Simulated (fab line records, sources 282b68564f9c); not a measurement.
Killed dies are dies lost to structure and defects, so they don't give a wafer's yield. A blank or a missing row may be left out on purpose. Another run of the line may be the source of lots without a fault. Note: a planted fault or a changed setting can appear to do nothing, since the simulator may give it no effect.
fab line records -- flow ritCmos
record: lots: 14, wafers: 42, lastDay: 7
route steps=202 shown NWELL@36 M1@202
lots with no fault: from the same line, run without faults
startH: the number of hours between the record's first day and the start of the first shown wafer of the lot -- waitH: how many hours have passed since the lot's step before this one -- " unchanged from the row above -- L1.1+2: one row covering several wafers at once -- - value missing, or start not given -- * or withheld: withheld -- < > ~ a bound
route shown NAME@n: a module of which the file shows steps, and the number in the route of the first -- usual: mean and standard deviation over wafers with no fault -- same: alike in all rows -- chamber/n: place in a boat -- sites: the reading at each site -- _std_site: how widely they spread, as a standard deviation -- _edge_site: mean of outer sites minus mean of inner sites -- radiusMm: how far each site lies from the wafer's centre -- mask NAME#n: copy n -- behind: tool/chamber where the wafer was last shaped -- hold: reason for holding the lot/hours on hold/outcome of the hold -- device: the n, p or np transistor that did not switch -- end of line: tests of these same wafers at the route's end -- a step with no rows: only its recipe -- killed: at the first sort, the dies lost to defects and structure; wafer yield is something else -- map: shows each die of a wafer: x if killed, . if not, _ if none is there
set.NAME: the run value of the setting; set.NAME@STEP: its run value at that earlier step -- model.NAME: the simulator's own value behind a step, which no gauge read
steps of the route over a sample of lots; a table a step, a row a wafer
services: the hour from which a tool's chamber was out of use, counted from the record's first day as startH (under 0 if before that day), plus the number of hours and why
== steps ==
step: RIT_NWELL_IMPLANT_08
recipe: species: P, energyKev: 170, doseCm2: 5e+13, tiltDeg: 7
usual: doseIonsCm2: 4.998e+13/5e+10, faradayCurrentUA: 159/3.4, tiltDeg: 7.000/0.02
lot.wafer,tool,chamber,startH,waitH,doseIonsCm2,faradayCurrentUA,tiltDeg
L461.1,implanter-03,0,25.58,0.2,4.993e+13,164,7.036
L461.4,implanter-03,0,25.58,0.2,5.01e+13,158,7.005
L461.5,implanter-03,0,25.58,0.2,5.006e+13,157,7.006
L462.1,implanter-01,0,29.06,0.2,4.998e+13,162,7.015
L462.2,implanter-01,0,29.06,0.2,4.997e+13,160,7.017
L462.5,implanter-01,0,29.06,0.2,4.997e+13,151,6.982
L463.2,implanter-01,0,31.89,0.2,4.998e+13,157,7.010
L463.3,implanter-01,0,31.89,0.2,5.004e+13,157,7.005
L463.6,implanter-01,0,31.89,0.2,5.003e+13,155,7.031
L464.1,implanter-03,0,38.37,0.2,4.996e+13,162,7.001
L464.5,implanter-03,0,38.37,0.2,5.002e+13,154,7.011
L464.6,implanter-03,0,38.37,0.2,5.004e+13,156,6.980
L465.2,implanter-01,0,42.46,0.2,5.002e+13,156,6.983
L465.4,implanter-01,0,42.46,0.2,4.998e+13,153,7.024
L465.6,implanter-01,0,42.46,0.2,5e+13,158,6.988
L466.2,implanter-02,0,47.18,0.2,4.985e+13,161,6.999
L466.3,implanter-02,0,47.18,0.2,4.991e+13,161,6.976
L466.5,implanter-02,0,47.18,0.2,4.988e+13,155,6.961
L467.2,implanter-03,0,52.17,0.2,4.999e+13,156,6.988
L467.3,implanter-03,0,52.17,0.2,5.006e+13,157,6.990
L467.6,implanter-03,0,52.17,0.2,4.992e+13,157,7.011
L468.3,implanter-03,0,57.47,0.2,5.005e+13,160,6.979
L468.5,implanter-03,0,57.47,0.2,4.998e+13,155,6.998
L468.6,implanter-03,0,57.47,0.2,4.99e+13,155,6.989
L469.1,implanter-02,0,61.77,0.2,4.997e+13,163,7.021
L469.2,implanter-02,0,61.77,0.2,5.003e+13,165,7.002
L469.3,implanter-02,0,61.77,0.2,4.992e+13,159,6.984
L470.1,implanter-02,0,68.90,0.2,5.801e+13,181,6.970
L470.3,implanter-02,0,68.90,0.2,5.796e+13,185,6.993
L470.5,implanter-02,0,68.90,0.2,5.8e+13,184,6.982
L471.4,implanter-02,0,72.16,0.2,5.801e+13,182,6.997
L471.5,implanter-02,0,72.16,0.2,5.795e+13,187,7.014
L471.6,implanter-02,0,72.16,0.2,5.799e+13,181,6.984
L472.1,implanter-02,0,80.76,0.2,5.801e+13,179,6.986
L472.2,implanter-02,0,80.76,0.2,5.794e+13,185,6.980
L472.5,implanter-02,0,80.76,0.2,5.794e+13,185,7.011
L478.2,implanter-03,0,111.26,0.2,5.011e+13,151,7.010
L478.5,implanter-03,0,111.26,0.2,5e+13,157,6.996
L478.6,implanter-03,0,111.26,0.2,4.997e+13,159,6.977
L482.1,implanter-01,0,129.98,0.2,4.997e+13,162,6.992
L482.4,implanter-01,0,129.98,0.2,4.994e+13,162,7.014
L482.5,implanter-01,0,129.98,0.2,5.001e+13,153,7.017
step: RIT_NWELL_TW_MEAS_10
usual: NWELL_TW: 2130/11
lot.wafer,tool,chamber,startH,waitH,hold,NWELL_TW
L461.1,filmMetro-01,-,26.06,0.1,-,2107
L461.4,filmMetro-01,-,26.06,0.1,-,2115
L461.5,filmMetro-01,-,26.06,0.1,-,2122
L462.1,filmMetro-03,-,29.39,0.1,-,2145
L462.2,filmMetro-03,-,29.39,0.1,-,2117
L462.5,filmMetro-03,-,29.39,0.1,-,2135
L463.2,filmMetro-01,-,32.20,0.1,-,2116
L463.3,filmMetro-01,-,32.20,0.1,-,2114
L463.6,filmMetro-01,-,32.20,0.1,-,2128
L464.1,filmMetro-03,-,38.70,0.1,-,2127
L464.5,filmMetro-03,-,38.70,0.1,-,2127
L464.6,filmMetro-03,-,38.70,0.1,-,2127
L465.2,filmMetro-03,-,42.77,0.1,-,2121
L465.4,filmMetro-03,-,42.77,0.1,-,2125
L465.6,filmMetro-03,-,42.77,0.1,-,2126
L466.2,filmMetro-01,-,47.49,0.1,-,2122
L466.3,filmMetro-01,-,47.49,0.1,-,2118
L466.5,filmMetro-01,-,47.49,0.1,-,2125
L467.2,filmMetro-04,-,52.48,0.1,-,2140
L467.3,filmMetro-04,-,52.48,0.1,-,2138
L467.6,filmMetro-04,-,52.48,0.1,-,2163
L468.3,filmMetro-01,-,57.77,0.1,-,2132
L468.5,filmMetro-01,-,57.77,0.1,-,2138
L468.6,filmMetro-01,-,57.77,0.1,-,2131
L469.1,filmMetro-01,-,62.10,0.1,-,2152
L469.2,filmMetro-01,-,62.10,0.1,-,2135
L469.3,filmMetro-01,-,62.10,0.1,-,2134
L470.1,filmMetro-03,-,69.23,0.1,awaitDispo/0.2h/release,2232
L470.3,filmMetro-03,-,69.23,0.1,awaitDispo/0.2h/release,2225
L470.5,filmMetro-03,-,69.23,0.1,awaitDispo/0.2h/release,2227
L470.1,filmMetro-03,-,69.59,0.3,-,2243
L470.3,filmMetro-03,-,69.59,0.3,-,2226
L470.5,filmMetro-03,-,69.59,0.3,-,2226
L471.4,filmMetro-01,-,72.44,0.1,awaitDispo/0.2h/release,2228
L471.5,filmMetro-01,-,72.44,0.1,awaitDispo/0.2h/release,2215
L471.6,filmMetro-01,-,72.44,0.1,awaitDispo/0.2h/release,2209
L471.4,filmMetro-01,-,72.67,0.2,-,2216
L471.5,filmMetro-01,-,72.67,0.2,-,2207
L471.6,filmMetro-01,-,72.67,0.2,-,2219
L472.1,filmMetro-03,-,81.09,0.1,awaitDispo/0.2h/release,2239
L472.2,filmMetro-03,-,81.09,0.1,awaitDispo/0.2h/release,2233
L472.5,filmMetro-03,-,81.09,0.1,awaitDispo/0.2h/release,2240
L472.1,filmMetro-03,-,81.31,0.2,-,2244
L472.2,filmMetro-03,-,81.31,0.2,-,2243
L472.5,filmMetro-03,-,81.31,0.2,-,2242
L478.2,filmMetro-01,-,111.57,0.1,-,2123
L478.5,filmMetro-01,-,111.57,0.1,-,2114
L478.6,filmMetro-01,-,111.57,0.1,-,2121
L482.1,filmMetro-04,-,130.30,0.1,-,2141
L482.4,filmMetro-04,-,130.30,0.1,-,2129
L482.5,filmMetro-04,-,130.30,0.1,-,2127
step: RIT_WELLDRIVE_RS_MEAS_01
recipe: thkMeasGauge: four-point-probe
usual: NWELL_RS: 275.5/0.69
lot.wafer,tool,chamber,startH,waitH,hold,NWELL_RS[ohm/sq]
L461.1,filmMetro-03,-,33.22,0.0,-,275.3
L461.4,filmMetro-03,-,33.22,0.0,-,274.2
L461.5,filmMetro-03,-,33.22,0.0,-,275.7
L462.1,filmMetro-01,-,37.14,0.0,-,274.1
L462.2,filmMetro-01,-,37.14,0.0,-,275.3
L462.5,filmMetro-01,-,37.14,0.0,-,274.9
L463.2,filmMetro-01,-,39.03,0.0,-,275.9
L463.3,filmMetro-01,-,39.03,0.0,-,275.0
L463.6,filmMetro-01,-,39.03,0.0,-,274.9
L464.1,filmMetro-03,-,45.69,0.0,-,275.5
L464.5,filmMetro-03,-,45.69,0.0,-,275.0
L464.6,filmMetro-03,-,45.69,0.0,-,275.6
L465.2,filmMetro-04,-,50.21,0.0,-,275.4
L465.4,filmMetro-04,-,50.21,0.0,-,275.9
L465.6,filmMetro-04,-,50.21,0.0,-,275.9
L466.2,filmMetro-03,-,55.28,0.0,-,275.9
L466.3,filmMetro-03,-,55.28,0.0,-,275.5
L466.5,filmMetro-03,-,55.28,0.0,-,275.3
L467.2,filmMetro-03,-,60.30,0.0,-,275.3
L467.3,filmMetro-03,-,60.30,0.0,-,275.8
L467.6,filmMetro-03,-,60.30,0.0,-,275.3
L468.3,filmMetro-03,-,65.40,0.0,-,276.0
L468.5,filmMetro-03,-,65.40,0.0,-,275.8
L468.6,filmMetro-03,-,65.40,0.0,-,275.2
L469.1,filmMetro-01,-,68.79,0.0,-,274.6
L469.2,filmMetro-01,-,68.79,0.0,-,274.2
L469.3,filmMetro-01,-,68.79,0.0,-,274.5
L470.1,filmMetro-01,-,78.32,0.0,awaitDispo/0.2h/release,251.5
L470.3,filmMetro-01,-,78.32,0.0,awaitDispo/0.2h/release,251.8
L470.5,filmMetro-01,-,78.32,0.0,awaitDispo/0.2h/release,252.2
L470.1,filmMetro-01,-,78.70,0.4,-,251.3
L470.3,filmMetro-01,-,78.70,0.4,-,251.9
L470.5,filmMetro-01,-,78.70,0.4,-,252.1
L471.4,filmMetro-04,-,82.31,0.1,awaitDispo/0.2h/release,252.1
L471.5,filmMetro-04,-,82.31,0.1,awaitDispo/0.2h/release,253.3
L471.6,filmMetro-04,-,82.31,0.1,awaitDispo/0.2h/release,253.8
L471.4,filmMetro-04,-,82.64,0.3,-,252.7
L471.5,filmMetro-04,-,82.64,0.3,-,253.3
L471.6,filmMetro-04,-,82.64,0.3,-,253.8
L472.1,filmMetro-03,-,91.51,0.0,awaitDispo/0.2h/release,251.7
L472.2,filmMetro-03,-,91.51,0.0,awaitDispo/0.2h/release,252.7
L472.5,filmMetro-03,-,91.51,0.0,awaitDispo/0.2h/release,252.2
L472.1,filmMetro-03,-,91.79,0.3,-,251.2
L472.2,filmMetro-03,-,91.79,0.3,-,251.3
L472.5,filmMetro-03,-,91.79,0.3,-,252.9
L478.2,filmMetro-01,-,118.27,0.0,-,274.9
L478.5,filmMetro-01,-,118.27,0.0,-,275.0
L478.6,filmMetro-01,-,118.27,0.0,-,275.8
L482.1,filmMetro-01,-,138.14,0.0,-,274.4
L482.4,filmMetro-01,-,138.14,0.0,-,274.5
L482.5,filmMetro-01,-,138.14,0.0,-,275.2
step: RIT_M1_PROBE_99
usual: killedAtContacts: 0.1/0.23, killedAtFrontEnd: 6.7/2.7, killedDies: 6.7/2.7, killedOpen: 3.2/1.8, killedShort: 3.5/1.9
same: grossDies: 264, killed_at_M0_to_M3: 0, killed_at_M4_up: 0, killedAtBackSide: 0, killedAtOther: 0
lot.wafer,tool,chamber,startH,waitH,killedAtContacts,killedAtFrontEnd,killedDies,killedOpen,killedShort
L471.4,prober-02,-,118.55,0.2,2,8,10,4,4
L471.5,prober-02,-,118.60,0.2,0,5,5,1,4
L471.6,prober-02,-,118.65,0.2,0,5,5,3,2
L470.1,prober-01,-,120.80,0.1,0,7,7,4,3
killed by level:class
L471.4 GATE:geometricParticle:short=2 GATE:geometricParticle:open=2 SILICIDE:geometricParticle:open=2 CONTACT:coatMicrobubblePrinted=2 FOX1:geometricParticle:short=1 SPACER:geometricParticle:short=1
L471.5 GATE:geometricParticle:short=2 FOX1:geometricParticle:short=1 REOX:geometricParticle:short=1 SPACER:geometricParticle:open=1
L471.6 FOX2:geometricParticle:short=1 GATE:geometricParticle:open=1 SPACER:geometricParticle:open=1 SILICIDE:geometricParticle:open=1 SILICIDE:geometricParticle:short=1
L470.1 GATE:geometricParticle:open=3 GATE:geometricParticle:short=2 FOX1:geometricParticle:open=1 FOX2:geometricParticle:short=1
== services ==
tool,chamber,startH,hours,kind
implanter-01,-,6.35,5.2,repair
implanter-03,-,40.44,1.4,repair
implanter-03,-,61.99,1.6,repair
implanter-03,-,65.18,4.2,pm
implanter-01,-,121.85,5.3,pm
== key ==
firstSign: step: RIT_NWELL_IMPLANT_08, reading: doseIonsCm2, direction: up, sigmas: 99+, usual: 4.998e+13, struck: 5.798e+13
effect: step: RIT_NWELL_IMPLANT_08, reading: faradayCurrentUA, direction: up, sigmas: 7.3, usual: 159, struck: 183
effect: step: RIT_NWELL_TW_MEAS_10, reading: visit, direction: added
effect: step: RIT_NWELL_TW_MEAS_10, reading: NWELL_TW, direction: up, sigmas: 9.1, usual: 2130, struck: 2227
effect: step: RIT_WELLDRIVE_RS_MEAS_01, reading: visit, direction: added
effect: step: RIT_WELLDRIVE_RS_MEAS_01, reading: NWELL_RS, direction: down, sigmas: 33, usual: 275.5, struck: 252.3
metAt RIT_NWELL_IMPLANT_08
struckLots L470,L471,L472
rowsEnd L470.3,L470.5,L472.1,L472.2,L472.5
testerLeftOut L470,L471
onsetBetween 61.77 68.90
fault: kind: processParameterDrift, tool: implanter-02, chamber: -, onsetH: 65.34, steps: RIT_NWELL_IMPLANT_08, channel: doseCm2, offset: 8e+12, shape: step, endH: 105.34, actsIn: theseRecipesOnly, stated: 5e+13
testerLeftOut: of these lots the tester's yield and bins aren't shown, on N5 and GAA mostly nor the transistor test; their killed dies are dies lost to structure and defects alone, not to doping, threshold or leakage, so they don't give the yield
rowsEnd: these wafers met a further fault down the route, and their rows from its step on are left out
